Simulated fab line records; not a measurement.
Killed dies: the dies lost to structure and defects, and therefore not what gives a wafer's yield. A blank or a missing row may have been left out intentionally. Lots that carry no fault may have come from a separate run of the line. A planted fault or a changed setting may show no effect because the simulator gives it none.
fab line records | flow berkeleyCmos170
record: lots: 6 | wafers: 18 | lastDay: 11
route steps=331 shown ZERO@6 NWELL@14
lots with no fault: from the same line, run without faults
startH: start of the lot's first displayed wafer, in hours after the record's first day | waitH: time in hours since the lot's previous step | " unchanged from the row above | L1.1+2: a row that stands for several wafers | - either no value or no given start | * or withheld: withheld | < > ~ a bound
route shown NAME@n: NAME is a module with steps in the file, n the number in the route of the first one | usual: the fault-free wafers' mean and standard deviation | same: alike in all rows | chamber/n: place in a boat | sites: readings site by site | _std_site: the values' standard deviation | _edge_site: inner sites' mean taken away from outer sites' mean | radiusMm: how far each site lies from the wafer's centre | mask NAME#n: copy n | behind: tool/chamber where the wafer was last shaped | hold: what put the lot on hold/how long, in hours/how the hold closed | device: the transistor (n, p or np) that didn't switch | end of line: the same wafers' tests at the end of the route | where a step has no rows: the recipe by itself | killed: dies lost to structure and defects at the first sort, not the wafer's yield | map: per-die view of a wafer (x killed, . not killed, _ where there is no die)
set.NAME: the setting that was run; set.NAME@STEP: the one run at that earlier step | model.NAME: the simulator's own value behind a step, which no gauge read
lots at some steps of the route; a table a step, a row a wafer
services: from which hour (startH, from the record's first day; less than 0 if before it) a tool's chamber was out of use, for how many hours, and why
== steps ==
step: UCB170_ZERO_HMDS_00
recipe: primeTimeS: 60 | primeTempC: 100
step: UCB170_ZERO_COAT_01
recipe: resist: KrF | spinRpm: 1500 | resistThkNm: 900
step: UCB170_ZERO_SOFTBAKE_02
recipe: resist: KrF | tempC: 130 | timeS: 60
step: UCB170_ZERO_EXPOSE_03
recipe: maskId: PM_MARKS | na: 0.5 | sigmaOuter: 0.6 | sourceShape: conventional | targetCdNm: 4000 | doseMj: 30
step: UCB170_ZERO_PEB_04
recipe: pebTempC: 130 | pebTimeS: withheld | resist: KrF
step: UCB170_ZERO_DEVELOP_05
recipe: developer: TMAH | developTimeS: 45 | resist: KrF | devTempC: 21
step: UCB170_ZERO_ETCH_06
recipe: chemistry: CHF3/CF4/Ar | target: SiO2 | timeS: 12 | pressureMtorr: 100 | rfW: 500 | CHF3_flow_sccm: 50 | cf4FlowSccm: 10 | Ar_flow_sccm: 120 | overEtchFrac: 1.58
usual: drypumpMotorCurrentA: 5.6/0.37 | oesProductAu: 0.620/0.0096 | throttleValvePct: 9.22/0.15
same: timeS: 12
lot.wafer | tool       | chamber | startH | waitH | drypumpMotorCurrentA | oesProductAu | rfHoursCounterH | throttleValvePct
L864.3    | rieDiel-04 | 2       | 40.20  | -     | 5.8                  | 0.629        | 68              | 9.50
L864.5    | "          | 3       | "      | "     | 5.2                  | 0.621        | -               | 9.29
L864.6    | "          | 1       | "      | "     | 5.3                  | 0.607        | -               | 9.23
L866.2    | rieDiel-02 | 0       | 48.99  | -     | 5.7                  | 0.615        | 5               | 9.17
L866.4    | "          | 1       | "      | "     | 5.7                  | 0.629        | 147             | 9.17
L866.5    | "          | 2       | "      | "     | 6.2                  | 0.623        | -               | 8.97
L873.2    | rieDiel-01 | 0       | 83.01  | -     | 5.5                  | 0.599        | 54              | 9.17
L873.4    | "          | 2       | "      | "     | 6.1                  | 0.615        | 162             | 9.25
L873.5    | "          | 3       | "      | "     | 4.9                  | 0.636        | -               | 9.39
L874.1    | rieDiel-01 | 0       | 93.56  | -     | 5.4                  | 0.606        | 54              | 9.16
L874.4    | "          | 1       | "      | "     | 5.9                  | 0.618        | -               | 9.02
L874.5    | "          | 2       | "      | "     | 6.2                  | 0.619        | -               | 9.26
L875.2    | rieDiel-02 | 1       | 93.80  | -     | 5.7                  | 0.613        | 149             | 9.17
L875.3    | "          | 2       | "      | "     | 6.2                  | 0.625        | 111             | 8.97
L875.4    | "          | 0       | "      | "     | 5.8                  | 0.616        | 6               | 9.17
L883.1    | rieDiel-04 | 2       | 132.82 | -     | 5.8                  | 0.620        | 73              | 9.50
L883.4    | "          | 1       | "      | "     | 5.3                  | 0.616        | -               | 9.23
L883.5    | "          | 3       | "      | "     | 5.2                  | 0.617        | -               | 9.28
step: UCB170_ZERO_STRIP_07
recipe: chemistry: O2 | powerW: 400 | pressureMtorr: 3500 | platenTempC: withheld | o2FlowSccm: 400 | overashFraction: 0.5
usual: drypumpMotorCurrentA: 6.1/0.51 | oesProductAu: 0.727/0.0048 | stripTimeToEndpointS: 21.45/0.052
lot.wafer | tool           | chamber | startH | waitH | drypumpMotorCurrentA | oesProductAu | rfHoursCounterH | stripTimeToEndpointS
L864.3    | plasmaAsher-03 | 1       | 40.25  | 0.0   | 5.9                  | 0.722        | -               | 21.43
L864.5    | "              | 1       | "      | "     | 5.8                  | 0.729        | -               | 21.51
L864.6    | "              | 0       | "      | "     | 5.9                  | 0.727        | -               | 21.44
L866.2    | plasmaAsher-02 | 0       | 49.01  | 0.0   | 6.8                  | 0.731        | 33              | 21.57
L866.4    | "              | 1       | "      | "     | 5.2                  | 0.727        | -               | 21.51
L866.5    | "              | 0       | "      | "     | 6.8                  | 0.724        | -               | 21.46
L873.2    | plasmaAsher-03 | 0       | 83.04  | 0.0   | 5.9                  | 0.725        | 37              | 21.39
L873.4    | "              | 0       | "      | "     | 5.9                  | 0.728        | -               | 21.44
L873.5    | "              | 1       | "      | "     | 5.9                  | 0.720        | -               | 21.44
L874.1    | plasmaAsher-03 | 0       | 93.58  | 0.0   | 6.0                  | 0.730        | 39              | 21.53
L874.4    | "              | 0       | "      | "     | 6.0                  | 0.726        | -               | 21.46
L874.5    | "              | 1       | "      | "     | 5.9                  | 0.721        | -               | 21.47
L875.2    | plasmaAsher-02 | 1       | 93.82  | 0.0   | 5.2                  | 0.729        | 37              | 21.45
L875.3    | "              | 1       | "      | "     | 5.2                  | 0.734        | -               | 21.43
L875.4    | "              | 0       | "      | "     | 6.8                  | 0.719        | -               | 21.47
L883.1    | plasmaAsher-01 | 1       | 132.84 | 0.0   | 6.6                  | 0.731        | 42              | 21.41
L883.4    | "              | 0       | "      | "     | 6.0                  | 0.714        | -               | 21.50
L883.5    | "              | 1       | "      | "     | 6.5                  | 0.731        | -               | 21.46
step: UCB170_NWELL_WET_ETCH_00
recipe: chemistry: dHF | dilution: 25:1 | target: SiO2 | tempC: 25 | timeS: 200
step: UCB170_NWELL_OXIDATION_01
recipe: tempC: 1000 | ambient: O2 | targetThkA: 264 | oxTimeS: 1260
step: UCB170_NWELL_THK_MEAS_02
recipe: reads: SiO2_of_NWELL_OXIDATION_01
usual: NWELL_OXIDE_THK: 26.4/0.45
lot.wafer | tool         | chamber | startH | waitH | NWELL_OXIDE_THK[nm]
L864.3    | filmMetro-03 | -       | 42.81  | 0.1   | 26.5
L864.5    | "            | -       | "      | "     | 26.4
L864.6    | "            | -       | "      | "     | 26.2
L866.2    | filmMetro-01 | -       | 55.60  | 0.1   | 25.6
L866.4    | "            | -       | "      | "     | 25.9
L866.5    | "            | -       | "      | "     | 26.2
L873.2    | filmMetro-01 | -       | 88.32  | 0.0   | 26.5
L873.4    | "            | -       | "      | "     | 27.0
L873.5    | "            | -       | "      | "     | 26.9
L874.1    | filmMetro-04 | -       | 100.15 | 0.0   | 26.6
L874.4    | "            | -       | "      | "     | 26.4
L874.5    | "            | -       | "      | "     | 26.5
L875.2    | filmMetro-01 | -       | 100.18 | 0.0   | 26.5
L875.3    | "            | -       | "      | "     | 26.7
L875.4    | "            | -       | "      | "     | 26.5
L883.1    | filmMetro-04 | -       | 136.42 | 0.0   | 25.6
L883.4    | "            | -       | "      | "     | 25.5
L883.5    | "            | -       | "      | "     | 25.8
step: UCB170_NWELL_ANNEAL_03
recipe: tempC: 1000 | timeS: 900 | ambient: N2
step: UCB170_NWELL_CVD_04
recipe: material: Si3N4 | targetThkNm: 224 | tempC: 800 | precursor: SiH2Cl2/NH3 | timeS: 3212 | pressureMtorr: 200 | sih2cl2FlowSccm: 25 | nh3FlowSccm: 75
lot.wafer | tool     | chamber | startH | waitH | model.Si3N4_of_NWELL_CVD_04.thkNm
L864.3    | lpcvd-01 | 1       | 48.18  | 0.0   | 214.9
L864.5    | "        | 1       | "      | "     | 214.1
L864.6    | "        | 1       | "      | "     | 217.2
L866.2    | lpcvd-01 | 0       | 62.14  | 0.1   | 213.1
L866.4    | "        | 0       | "      | "     | 214.8
L866.5    | "        | 0       | "      | "     | 213.4
L873.2    | lpcvd-02 | 0       | 93.21  | 0.0   | 213.4
L873.4    | "        | 0       | "      | "     | 212.3
L873.5    | "        | 0       | "      | "     | 214.8
L874.1    | lpcvd-02 | 0       | 106.15 | 0.7   | 317.3
L874.4    | "        | 0       | "      | "     | 319.1
L874.5    | "        | 0       | "      | "     | 317.7
L875.2    | lpcvd-02 | 1       | 106.15 | 0.7   | 315.2
L875.3    | "        | 1       | "      | "     | 317
L875.4    | "        | 1       | "      | "     | 317.7
L883.1    | lpcvd-01 | 1       | 140.08 | 1.0   | 214.4
L883.4    | "        | 1       | "      | "     | 211.2
L883.5    | "        | 1       | "      | "     | 210.8
step: UCB170_NWELL_THK_MEAS_05
recipe: reads: Si3N4_of_NWELL_CVD_04
usual: NWELL_NITRIDE_THK: 214.2/1.6
lot.wafer | tool         | chamber | startH | waitH | NWELL_NITRIDE_THK[nm]
L864.3    | filmMetro-04 | -       | 50.14  | 0.1   | 215.0
L864.5    | "            | -       | "      | "     | 214.2
L864.6    | "            | -       | "      | "     | 217.2
L866.2    | filmMetro-04 | -       | 65.11  | 0.1   | 212.9
L866.4    | "            | -       | "      | "     | 214.7
L866.5    | "            | -       | "      | "     | 213.2
L873.2    | filmMetro-01 | -       | 95.16  | 0.1   | 213.6
L873.4    | "            | -       | "      | "     | 212.5
L873.5    | "            | -       | "      | "     | 214.7
L874.1    | filmMetro-04 | -       | 108.08 | 0.0   | 317.5
L874.4    | "            | -       | "      | "     | 319.6
L874.5    | "            | -       | "      | "     | 317.9
L875.2    | filmMetro-01 | -       | 108.09 | 0.1   | 315.1
L875.3    | "            | -       | "      | "     | 317.3
L875.4    | "            | -       | "      | "     | 317.8
L883.1    | filmMetro-04 | -       | 142.01 | 0.0   | 214.6
L883.4    | "            | -       | "      | "     | 211.2
L883.5    | "            | -       | "      | "     | 210.8
step: UCB170_NWELL_HMDS_06
recipe: primeTimeS: 60 | primeTempC: 100
step: UCB170_NWELL_COAT_07
recipe: resist: KrF | spinRpm: 1500 | resistThkNm: 900
step: UCB170_NWELL_SOFTBAKE_08
recipe: resist: KrF | tempC: 130 | timeS: 60
step: UCB170_NWELL_EXPOSE_09
recipe: maskId: NWELL | targetCdNm: 3000 | na: 0.5 | sigmaOuter: 0.6 | sourceShape: conventional | doseMj: 25
step: UCB170_NWELL_PEB_10
recipe: pebTempC: 130 | pebTimeS: withheld | resist: KrF
step: UCB170_NWELL_DEVELOP_11
recipe: developer: TMAH | developTimeS: 45 | resist: KrF | devTempC: 21
step: UCB170_NWELL_OVL_MEAS_12
usual: NWELL_OVL: -3/5.7
lot.wafer | tool       | chamber | startH | waitH | NWELL_OVL[nm]
L864.3    | overlay-01 | -       | 51.40  | -     | -10
L864.5    | "          | -       | "      | "     | -10
L864.6    | "          | -       | "      | "     | -6
L866.2    | overlay-02 | -       | 66.53  | -     | -3
L866.4    | "          | -       | "      | "     | 1
L866.5    | "          | -       | "      | "     | 0
L873.2    | overlay-01 | -       | 96.45  | -     | -6
L873.4    | "          | -       | "      | "     | -12
L873.5    | "          | -       | "      | "     | -11
L875.2    | overlay-01 | -       | 109.52 | -     | 3
L875.3    | "          | -       | "      | "     | -3
L875.4    | "          | -       | "      | "     | -1
L874.1    | overlay-01 | -       | 109.76 | -     | -11
L874.4    | "          | -       | "      | "     | -9
L874.5    | "          | -       | "      | "     | -9
L883.1    | overlay-02 | -       | 142.91 | -     | 5
L883.4    | "          | -       | "      | "     | 1
L883.5    | "          | -       | "      | "     | 4
step: UCB170_NWELL_ETCH_13
recipe: chemistry: CH3F/Ar/O2 | target: Si3N4 | stopOn: SiO2 | CH3F_flow_sccm: 20 | Ar_flow_sccm: 50 | O2_flow_sccm: 7 | pressureMtorr: 50 | rfW: 450 | targetDepthA: 2464 | overEtchFrac: 0.1 | timeS: 154
usual: CH3F_flow_sccm: 20.00/0.06 | drypumpMotorCurrentA: 5.6/0.38 | oesProductAu: 0.922/0.016 | throttleValvePct: 7.96/0.11
same: timeS: 154
lot.wafer | tool       | chamber | startH | waitH | CH3F_flow_sccm | drypumpMotorCurrentA | oesProductAu | rfHoursCounterH | throttleValvePct | model.etch.depthNm
L864.3    | rieDiel-01 | 3       | 51.42  | 0.0   | 20.00          | 4.9                  | 0.940        | 12              | 8.16             | 214.9
L864.5    | "          | 0       | "      | "     | 19.99          | 5.5                  | 0.903        | -               | 7.98             | 214.1
L864.6    | "          | 1       | "      | "     | 19.86          | 5.9                  | 0.929        | -               | 7.86             | 217.2
L866.2    | rieDiel-02 | 0       | 66.56  | 0.0   | 20.03          | 5.7                  | 0.915        | 5               | 7.96             | 213.1
L866.4    | "          | 3       | "      | "     | 19.92          | 5.4                  | 0.949        | 70              | 7.92             | 214.8
L866.5    | "          | 3       | "      | "     | 19.94          | 5.4                  | 0.945        | -               | 7.92             | 213.4
L873.2    | rieDiel-03 | 0       | 96.48  | 0.0   | 20.09          | 5.4                  | 0.909        | 56              | 7.88             | 213.4
L873.4    | "          | 3       | "      | "     | 19.88          | 5.6                  | 0.922        | 29              | 7.84             | 212.3
L873.5    | "          | 1       | "      | "     | 19.96          | 6.0                  | 0.917        | -               | 8.01             | 214.8
L875.2    | rieDiel-03 | 0       | 109.55 | 0.0   | 19.87          | 5.4                  | 0.983        | 57              | 7.88             | 246.2
L875.3    | "          | 3       | "      | "     | 20.05          | 5.6                  | 1.013        | 29              | 7.85             | 242.1
L875.4    | "          | 1       | "      | "     | 20.00          | 6.0                  | 1.000        | 152             | 8.00             | 244.6
L874.1    | rieDiel-02 | 3       | 109.80 | 0.0   | 19.86          | 5.4                  | 1.028        | 71              | 7.93             | 246
L874.4    | "          | 1       | "      | "     | 20.11          | 5.6                  | 0.996        | 149             | 8.00             | 245
L874.5    | "          | 3       | "      | "     | 19.90          | 5.4                  | 1.036        | -               | 7.93             | 247.7
L883.1    | rieDiel-01 | 1       | 142.95 | 0.0   | 20.03          | 5.9                  | 0.917        | 68              | 7.87             | 214.4
L883.4    | "          | 0       | "      | "     | 19.91          | 5.4                  | 0.892        | -               | 7.99             | 211.2
L883.5    | "          | 3       | "      | "     | 19.98          | 4.9                  | 0.929        | -               | 8.16             | 210.8
step: UCB170_NWELL_IMPLANT_14
recipe: species: P | doseCm2: 1e+13 | energyKev: 150 | tiltDeg: 7
== services ==
tool           | chamber | startH | hours | kind
rieDiel-04     | 1       | 23.67  | 10.1  | repair
rieDiel-04     | 0       | 25.59  | 111.5 | repair
rieDiel-02     | 0       | 27.83  | 2.4   | repair
plasmaAsher-02 | -       | 82.66  | 2.7   | repair
plasmaAsher-01 | -       | 83.10  | 0.6   | repair
rieDiel-01     | 3       | 91.98  | 8.2   | repair
plasmaAsher-03 | -       | 94.72  | 4.1   | repair
rieDiel-01     | -       | 99.03  | 2.8   | pm
rieDiel-02     | 3       | 102.05 | 1.2   | repair
plasmaAsher-02 | -       | 108.75 | 9.0   | pm
plasmaAsher-02 | 0       | 108.75 | 9.0   | ventCycle
plasmaAsher-02 | 1       | 108.75 | 9.0   | ventCycle
rieDiel-01     | 2       | 113.89 | -     | clean
rieDiel-01     | 2       | 113.89 | 32.1  | scheduledDown
rieDiel-01     | 2       | 113.89 | 32.1  | ventCycle
plasmaAsher-02 | 0       | 117.75 | -     | clean
plasmaAsher-02 | 1       | 117.75 | -     | clean
plasmaAsher-01 | -       | 125.44 | 2.8   | pm
== key ==
firstSign: step: UCB170_NWELL_THK_MEAS_05 | reading: NWELL_NITRIDE_THK | direction: up | sigmas: 63 | usual: 214.2 | struck: 317.5
effect: step: UCB170_NWELL_ETCH_13 | reading: oesProductAu | direction: up | sigmas: 5.6 | usual: 0.922 | struck: 1.009
modelEffect: step: UCB170_NWELL_CVD_04 | value: Si3N4_of_NWELL_CVD_04.thkNm | without: 215.5 | struck: 317.3
modelEffect: step: UCB170_NWELL_ETCH_13 | value: etch.depthNm | without: 215.5 | struck: 245.3
metAt UCB170_NWELL_CVD_04
struckWafers L874.1,L874.4,L874.5,L875.2,L875.3,L875.4
laterRowsLeftOut L874.1,L874.4,L874.5,L875.2,L875.3,L875.4
sortLeftOut L874.1,L874.4,L874.5,L875.2,L875.3,L875.4
testerLeftOut L874,L875
onsetBetween 93.21 106.15
fault: kind: processParameterDrift | tool: lpcvd-02 | chamber: - | onsetH: 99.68 | steps: UCB170_NWELL_CVD_04 | channel: targetThkNm | offset: 106.56 | shape: step | endH: 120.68 | actsIn: theseRecipesOnly | stated: 224
testerLeftOut: of these lots the tester's yield and bins aren't shown, on N5 and GAA mostly nor the transistor test; their killed dies are dies lost to structure and defects alone, not to doping, threshold or leakage, so they don't give the yield
sortLeftOut: the simulated sort isn't trusted on such a fault, so these wafers' sort isn't shown, and their yield isn't known
laterRowsLeftOut: the simulator's readings of these wafers behind a module that went badly wrong aren't trusted and aren't shown, but for the sort
